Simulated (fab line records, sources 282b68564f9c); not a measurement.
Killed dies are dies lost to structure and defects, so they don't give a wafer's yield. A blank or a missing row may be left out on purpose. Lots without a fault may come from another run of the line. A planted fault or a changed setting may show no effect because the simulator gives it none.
Problem report in the 8D (eight disciplines) form, filled by code | flow rit_cmos | the parts of the form that need people (team, actions taken, sign-off) are left out

1. THE PROBLEM
spin_speed_rpm at RIT_NWELL_COAT_01 reads a mean of 1487.8 rpm on 6 wafers of 2 lots; wafers without a fault read 1999.8 rpm with a standard deviation of 1.4. That is -99 or more standard deviations from the usual mean.
The step: resist thk 1300 nm.
First seen on wafer L135.1, day 3 21:25, on litho_track-03. The record holds 18 wafers of 6 lots with a number at this step. Rule for "out", or "out of limits": more than 4 standard deviations from the usual mean. The other wafers with a number count as sound.

2. WHAT IT IS AND WHAT IT IS NOT
question                    | is                     | is not
which readings at this step | spin_speed_rpm         | resist_line_temp_C
which lots                  | L135, L136             | L128, L132, L140, L148
which wafers of those lots  | all that have a number | -
read on which tools         | litho_track-03         | litho_track-01, litho_track-02
when                        | from day 3 21:25       | up to then (6 sound wafers); but 6 sound wafers of L140, L148 came after

3. SUSPECTS, AND WHAT RULES EACH OUT
Counting: a tool at a process step up to the reading stays a suspect if it ran every lot that is out and no sound lot after the first of them.
- litho_track-03 at RIT_NWELL_COAT_01 (resist thk 1300 nm): kept. It ran every lot that is out, first L135 (day 3 21:25), and no sound lot after that; its last sound lot up to then is L132 (day 3 07:25). Its own readings are out on those wafers: spin_speed_rpm.
Left after counting: litho_track-03 at RIT_NWELL_COAT_01.

4. THE CAUSE (what the simulator had put in)
Process parameter drift: litho_track-03, from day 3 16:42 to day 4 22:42, at RIT_NWELL_COAT_01. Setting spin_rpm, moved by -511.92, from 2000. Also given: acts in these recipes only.
Counting left only this tool.

5. THE CHAIN OF EFFECTS, in route order
Each row: a reading whose mean over the struck wafers that have a number lies more than 3 standard deviations from the usual. Only readings for which the record gives a usual standard deviation are gone through. hours: the time from each lot's start at the first step in this table that gives one to its start at this step, as a median over the lots. sigmas: the change in usual standard deviations.
hours | step              | reading        | usual      | on struck wafers | change | sigmas
0     | RIT_NWELL_COAT_01 | spin_speed_rpm | 1999.8 rpm | 1487.8           | -512.0 | -99 or more
The process steps in it:
- RIT_NWELL_COAT_01: resist thk 1300 nm.
Later measuring or inspecting steps at which every struck wafer that the step has a row for has a number for every such reading, and none has moved that far: RIT_NWELL_OVL_MEAS_06.

6. WHAT WOULD HAVE CAUGHT IT SOONER
In this record the first reading out of limits was taken at day 3 21:25, 5 hours after the fault began at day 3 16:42.
